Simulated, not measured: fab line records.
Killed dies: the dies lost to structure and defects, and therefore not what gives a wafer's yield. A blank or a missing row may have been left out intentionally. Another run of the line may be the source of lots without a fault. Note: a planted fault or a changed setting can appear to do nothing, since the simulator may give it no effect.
Lot-split experiment | flow rit cmos | 5 lots, 23 wafers read, on a route of 202 steps

## ON THE SPLIT
At RIT_M1_SPUTTER_00 (material Al, target thk 400 nm, time 500 s), the setting power w was moved away from the recipe's 2000 W on 5 of the 23 wafers read, by -11.1% to -3.8%. All remaining wafers had this setting at the recipe value.

## FROM THE SPLIT TO THE READING: what the file shows between them, 7 steps
- RIT_M1_RS_MEAS_01: measures by four-point-probe
- RIT_M1_THK_MEAS_02: measures by xrf
- RIT_M1_EXPOSE_06: exposes mask M12, target cd 2600 nm (also split here: dose mj)
- RIT_M1_PEB_07
- RIT_M1_DEVELOP_08: develop time 68 s
- RIT_M1_CD_MEAS_09: target cd 2600 nm
- RIT_M1_HARDBAKE_11: time 120 s

## THE READING
oes product au, in a.u., at RIT_M1_METAL_ETCH_12 (etches Al in Cl2/BCl3, stops on SiO2, time 165 s, target depth 600 nm). On this fab line, fault-free wafers typically give 0.787 a.u. with a standard deviation of 0.0097 a.u.

wafer  | tool, chamber at the split | power w as run, W | against the recipe | oes product au, a.u. | against lot-mates on the recipe
L074.1 | pvd sputter-01, -          | 1779              | -11.1%             | 0.741                | -0.041
L074.2 | pvd sputter-01, -          | 1779              | -11.1%             | 0.723                | -0.059
L074.3 | pvd sputter-01, -          | 2000              | recipe             | 0.778                | -
L074.5 | pvd sputter-01, -          | 2000              | recipe             | 0.787                | -
L074.6 | pvd sputter-01, -          | 1779              | -11.1%             | 0.739                | -0.043
L079.1 | pvd sputter-03, -          | 2000              | recipe             | 0.781                | -
L079.2 | pvd sputter-03, -          | 2000              | recipe             | 0.787                | -
L079.3 | pvd sputter-03, -          | 2000              | recipe             | 0.790                | -
L079.4 | pvd sputter-03, -          | 2000              | recipe             | 0.782                | -
L079.6 | pvd sputter-03, -          | 2000              | recipe             | 0.778                | -
L080.1 | pvd sputter-01, -          | 2000              | recipe             | 0.768                | -
L080.2 | pvd sputter-01, -          | 2000              | recipe             | 0.791                | -
L080.4 | pvd sputter-01, -          | 2000              | recipe             | 0.767                | -
L080.5 | pvd sputter-01, -          | 2000              | recipe             | 0.789                | -
L080.6 | pvd sputter-01, -          | 2000              | recipe             | 0.783                | -
L082.1 | pvd sputter-01, -          | 2000              | recipe             | 0.789                | -
L082.3 | pvd sputter-01, -          | 2000              | recipe             | 0.782                | -
L082.4 | pvd sputter-01, -          | 2000              | recipe             | 0.784                | -
L082.5 | pvd sputter-01, -          | 1924              | -3.8%              | 0.769                | -0.016
L082.6 | pvd sputter-01, -          | 1924              | -3.8%              | 0.763                | -0.022
L083.1 | pvd sputter-03, -          | 2000              | recipe             | 0.776                | -
L083.3 | pvd sputter-03, -          | 2000              | recipe             | 0.766                | -
L083.5 | pvd sputter-03, -          | 2000              | recipe             | 0.763                | -

FIT RESULTS
A straight line over all 23 wafers: oes product au changes by +0.00412 a.u. for each +1% of power w; r = +0.88; the points scatter about the line by 0.0086 a.u.
The same after taking each lot's own level away (the mean of its wafers on the recipe; 23 wafers): +0.00439 a.u. for each +1%; r = +0.93; scatter 0.0069 a.u.
According to that fit, moving power w by its largest amount changes the reading by 0.049 a.u.
Across the lots, their own levels run from 0.7683 to 0.7850 a.u., a range of 1.7 times the standard deviation given above.
Consequently the slope shifts little with the lot-to-lot level, the two slopes agreeing.
Check: with one of the wafers moved furthest among these (-11.1%) left out of the fit, the line predicts -0.0519 a.u. for it against its lot-mates. It came out at -0.0415 a.u. against them.

## OTHER SPLITS APPLIED TO THESE WAFERS
Before the reading, these wafers also passed through other splits. Each is held against what the fit with the lots' levels taken away leaves over:
other split on the same wafers | wafers away from the commonest value | r with oes product au (lot level and that fit taken away)
RIT_M1_EXPOSE_06 dose mj       | 6                                    | +0.15

## THE WHOLE CHAIN: every reading that the file lists as answering this split, in the file's order
step                 | what it does                                                          | reading                                                                     | change (the file's fit)                   | r (the file's)
RIT_M1_SPUTTER_00    | material Al, target thk 400 nm, time 500 s                            | Al_of_M1_SPUTTER_00.thk nm (the simulator's own value, which no gauge read) | +4.5 nm for each +1% of the setting       | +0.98
RIT_M1_RS_MEAS_01    | measures by four-point-probe                                          | M1_AL_RS                                                                    | -0.000944 for each +1% of the setting     | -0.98
RIT_M1_THK_MEAS_02   | measures by xrf                                                       | M1_AL_THK                                                                   | +4.47 for each +1% of the setting         | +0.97
RIT_M1_METAL_ETCH_12 | etches Al in Cl2/BCl3, stops on SiO2, time 165 s, target depth 600 nm | oes product au                                                              | +0.00443 a.u. for each +1% of the setting | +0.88

## FILE'S OWN FIT
oes product au changes by +0.00443 a.u. for each +1% of power w, r = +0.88.
